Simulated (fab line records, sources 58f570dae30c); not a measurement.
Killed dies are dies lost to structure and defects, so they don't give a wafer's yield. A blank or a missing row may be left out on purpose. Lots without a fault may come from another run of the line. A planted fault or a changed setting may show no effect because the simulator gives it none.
Which tool did it? | flow berkeley_cmos170 | 14 lots, 42 wafers sampled, at 6 steps of a route of 331

WHAT THE GAUGES READ, wafer by wafer
UCB170_M2_RS_MEAS_02: measures by four-point-probe.
lot  | measured     | on            | M2_AL_RS (ohm/sq)
L853 | day 7 06:59  | film_metro-01 | 0.0322 0.0319 0.0320
L854 | day 7 06:51  | film_metro-04 | 0.0331 0.0326 0.0329
L855 | day 7 19:46  | film_metro-03 | 0.0319 0.0323 0.0317
L857 | day 8 14:58  | film_metro-04 | 0.0319 0.0505 0.0321
L859 | day 9 01:35  | film_metro-03 | 0.0325 0.0510 0.0323
L861 | day 9 10:48  | film_metro-01 | 0.0319 0.0315 0.0315
L860 | day 9 15:48  | film_metro-03 | 0.0317 0.0321 0.0321
L867 | day 10 20:29 | film_metro-01 | 0.0319 0.0315 0.0318
L868 | day 11 00:22 | film_metro-03 | 0.0322 0.0323 0.0324
L872 | day 11 00:28 | film_metro-04 | 0.0322 0.0322 0.0321
L875 | day 11 21:09 | film_metro-03 | 0.0321 0.0327 0.0319
L874 | day 11 17:41 | film_metro-01 | 0.0320 0.0320 0.0321
L873 | day 11 21:32 | film_metro-03 | 0.0321 0.0320 0.0321
L876 | day 12 14:42 | film_metro-01 | 0.0320 0.0319 0.0318

UCB170_M2_THK_MEAS_03: measures by xrf.
lot  | measured     | on            | M2_AL_THK (nm)
L853 | day 7 07:06  | film_metro-01 | 899 913 910
L854 | day 7 06:58  | film_metro-04 | 873 891 877
L855 | day 7 19:52  | film_metro-03 | 910 897 921
L857 | day 8 15:04  | film_metro-04 | 914 585 902
L859 | day 9 01:43  | film_metro-03 | 892 577 902
L861 | day 9 10:55  | film_metro-01 | 907 919 919
L860 | day 9 15:55  | film_metro-03 | 919 908 905
L867 | day 10 20:35 | film_metro-01 | 915 921 918
L868 | day 11 00:29 | film_metro-03 | 899 898 897
L872 | day 11 00:35 | film_metro-04 | 903 905 914
L875 | day 11 21:16 | film_metro-03 | 905 885 907
L874 | day 11 17:48 | film_metro-01 | 908 909 910
L873 | day 11 21:40 | film_metro-03 | 902 908 899
L876 | day 12 14:49 | film_metro-01 | 908 906 911

WHICH TOOL RAN EACH LOT (tool, then ch and the chambers of the sampled wafers, then the start)
lot  | UCB170_GATE_STRIP_16                 | UCB170_SPACER_CVD_00            | UCB170_SDANNEAL_RTA_01           | UCB170_M2_SPUTTER_01
L853 | plasma_asher-01 ch 0, day 6 00:20    | pecvd-04 ch 0,2, day 6 05:12    | rtp_anneal-01 ch 0, day 6 13:58  | pvd_sputter-04, day 7 06:53
L854 | plasma_asher-01 ch 0,1, day 6 00:38  | pecvd-02 ch 0,1, day 6 05:26    | rtp_anneal-02 ch 0, day 6 13:37  | pvd_sputter-02, day 7 06:46
L855 | plasma_asher-04 ch 0,1, day 6 11:21  | pecvd-02 ch 0,1,2, day 6 15:37  | rtp_anneal-01 ch 0, day 7 03:42  | pvd_sputter-04, day 7 19:39
L857 | plasma_asher-03 ch 0,1, day 7 05:26  | pecvd-02 ch 0,1,2, day 7 11:15  | rtp_anneal-02 ch 0, day 7 22:58  | pvd_sputter-04, day 8 14:51
L859 | plasma_asher-04 ch 0,1, day 7 16:01  | pecvd-03 ch 0,1,2, day 7 23:08  | rtp_anneal-01 ch 0, day 8 09:02  | pvd_sputter-04, day 9 01:31
L861 | plasma_asher-04 ch 0,1, day 7 23:55  | pecvd-02 ch 0,1,2, day 8 03:53  | rtp_anneal-02 ch 0, day 8 15:29  | pvd_sputter-02, day 9 10:43
L860 | plasma_asher-01 ch 0,1, day 8 04:41  | pecvd-03 ch 0,1, day 8 09:20    | rtp_anneal-01 ch 0, day 9 01:42  | pvd_sputter-03, day 9 15:43
L867 | plasma_asher-03 ch 0,1, day 9 11:42  | pecvd-02 ch 0,1, day 9 16:27    | rtp_anneal-02 ch 0, day 10 06:06 | pvd_sputter-03, day 10 20:23
L868 | plasma_asher-01 ch 0,1, day 9 11:57  | pecvd-03 ch 0,1,2, day 9 17:09  | rtp_anneal-02 ch 0, day 10 06:47 | pvd_sputter-03, day 11 00:14
L872 | plasma_asher-01 ch 0,1, day 9 19:14  | pecvd-03 ch 0,1,2, day 10 00:18 | rtp_anneal-02 ch 0, day 10 10:17 | pvd_sputter-02, day 11 00:22
L875 | plasma_asher-04 ch 0,1, day 10 12:02 | pecvd-03 ch 0,2, day 10 16:55   | rtp_anneal-02 ch 0, day 11 05:12 | pvd_sputter-02, day 11 21:02
L874 | plasma_asher-01 ch 0,1, day 10 12:23 | pecvd-02 ch 0,1, day 10 16:56   | rtp_anneal-01 ch 0, day 11 02:43 | pvd_sputter-03, day 11 17:35
L873 | plasma_asher-04 ch 0,1, day 10 12:31 | pecvd-03 ch 0,2, day 10 17:17   | rtp_anneal-01 ch 0, day 11 05:12 | pvd_sputter-04, day 11 21:28
L876 | plasma_asher-03 ch 0,1, day 11 09:34 | pecvd-02 ch 1,2, day 11 15:02   | rtp_anneal-02 ch 0, day 12 01:08 | pvd_sputter-03, day 12 14:37
- UCB170_GATE_STRIP_16: strips in O2.
- UCB170_SPACER_CVD_00: deposits SiO2 from TEOS/O2, target thk 376 nm, time 47 s.
- UCB170_SDANNEAL_RTA_01: time 5 s.
- UCB170_M2_SPUTTER_01: material Al, target thk 900 nm, time 120 s.

WHAT THE TOOLS THEMSELVES READ (means of the sampled wafers that have a number; where no wafer has one, the mark that the record gives instead)
UCB170_GATE_STRIP_16.
lot  | tool            | drypump_motor_current_A (A) | o2_flow_sccm (sccm) | oes_product_au (a.u.)
L853 | plasma_asher-01 | 6.0                         | 399.1               | 0.724
L854 | plasma_asher-01 | 5.5                         | 399.9               | 0.725
L855 | plasma_asher-04 | 6.5                         | 399.5               | 0.727
L857 | plasma_asher-03 | 5.5                         | 399.9               | 0.720
L859 | plasma_asher-04 | 6.5                         | 399.1               | 0.720
L861 | plasma_asher-04 | 6.5                         | 399.0               | 0.723
L860 | plasma_asher-01 | 5.1                         | 400.5               | 0.724
L867 | plasma_asher-03 | 5.4                         | 399.5               | 0.728
L868 | plasma_asher-01 | 5.5                         | 400.0               | 0.724
L872 | plasma_asher-01 | 5.5                         | 398.8               | 0.727
L875 | plasma_asher-04 | 6.5                         | 399.7               | 0.725
L874 | plasma_asher-01 | 5.6                         | 398.6               | 0.724
L873 | plasma_asher-04 | 6.5                         | 399.9               | 0.723
L876 | plasma_asher-03 | 5.3                         | 399.8               | 0.726

UCB170_SPACER_CVD_00.
lot  | tool     | heater_power_w (W)
L853 | pecvd-04 | 286
L854 | pecvd-02 | 337
L855 | pecvd-02 | 323
L857 | pecvd-02 | 303
L859 | pecvd-03 | 274
L861 | pecvd-02 | 330
L860 | pecvd-03 | 269
L867 | pecvd-02 | 373
L868 | pecvd-03 | 279
L872 | pecvd-03 | 304
L875 | pecvd-03 | 314
L874 | pecvd-02 | 335
L873 | pecvd-03 | 302
L876 | pecvd-02 | 244

UCB170_SDANNEAL_RTA_01.
lot  | tool          | lamp_power_pct (%) | wafer_temp_C_max
L853 | rtp_anneal-01 | 44                 | 1056.0
L854 | rtp_anneal-02 | 31                 | 1053.7
L855 | rtp_anneal-01 | 44                 | 1055.4
L857 | rtp_anneal-02 | 31                 | 1054.0
L859 | rtp_anneal-01 | 44                 | 1055.9
L861 | rtp_anneal-02 | 31                 | 1053.9
L860 | rtp_anneal-01 | 44                 | 1054.8
L867 | rtp_anneal-02 | 31                 | 1054.2
L868 | rtp_anneal-02 | 31                 | 1053.2
L872 | rtp_anneal-02 | 31                 | 1054.3
L875 | rtp_anneal-02 | 31                 | 1053.2
L874 | rtp_anneal-01 | 44                 | 1057.2
L873 | rtp_anneal-01 | 44                 | 1054.4
L876 | rtp_anneal-02 | 31                 | 1053.8

UCB170_M2_SPUTTER_01.
lot  | tool           | cathode_dc_power_W (W) | throttle_valve_pct (%)
L853 | pvd_sputter-04 | 6000.3                 | 29.8
L854 | pvd_sputter-02 | 6000.7                 | 31.5
L855 | pvd_sputter-04 | 5998.6                 | 30.1
L857 | pvd_sputter-04 | 5999.5                 | 29.4
L859 | pvd_sputter-04 | 5999.6                 | 29.5
L861 | pvd_sputter-02 | 6000.2                 | 31.2
L860 | pvd_sputter-03 | 6000.5                 | 30.4
L867 | pvd_sputter-03 | 5999.5                 | 29.8
L868 | pvd_sputter-03 | 6001.3                 | 30.1
L872 | pvd_sputter-02 | 6000.9                 | 31.9
L875 | pvd_sputter-02 | 6000.0                 | 30.4
L874 | pvd_sputter-03 | 5999.0                 | 29.8
L873 | pvd_sputter-04 | 5999.5                 | 29.9
L876 | pvd_sputter-03 | 5998.7                 | 30.2

THE ANSWER, worked out from the rows above alone
Rule: what is usual is taken from the lots themselves. Put in order of their means at a reading, lots are off if they are a third of the lots or fewer, leave a main group of 4 or more, and stand apart from it by a gap of 3 or more times the standard deviation of the main group's means; of several such gaps the widest counts. A main group whose means are all the same, to the digits that the tables above print for the reading, isn't used. A lot without any number at a reading at which 4 lots or more have one is off too. The other lots that the step has rows for count as sound. The gauges are gone through in route order, then the tools' own readings, and for those a lot's mean is taken as printed above. The first step at which some lot is off is used, and at that step the reading that is off furthest; a lot without a number counts as furthest.
Off: L857, L859, at UCB170_M2_RS_MEAS_02 (M2_AL_RS). The main group: mean 0.0321 ohm/sq, standard deviation 0.0003.
A tool fits if, at a process step before that reading, it ran every lot that is off, and no sound lot after the first of them. The gauges at UCB170_M2_RS_MEAS_02 are tried like those tools. None of those tried fits.

WHAT THE SIMULATOR HAD PUT IN
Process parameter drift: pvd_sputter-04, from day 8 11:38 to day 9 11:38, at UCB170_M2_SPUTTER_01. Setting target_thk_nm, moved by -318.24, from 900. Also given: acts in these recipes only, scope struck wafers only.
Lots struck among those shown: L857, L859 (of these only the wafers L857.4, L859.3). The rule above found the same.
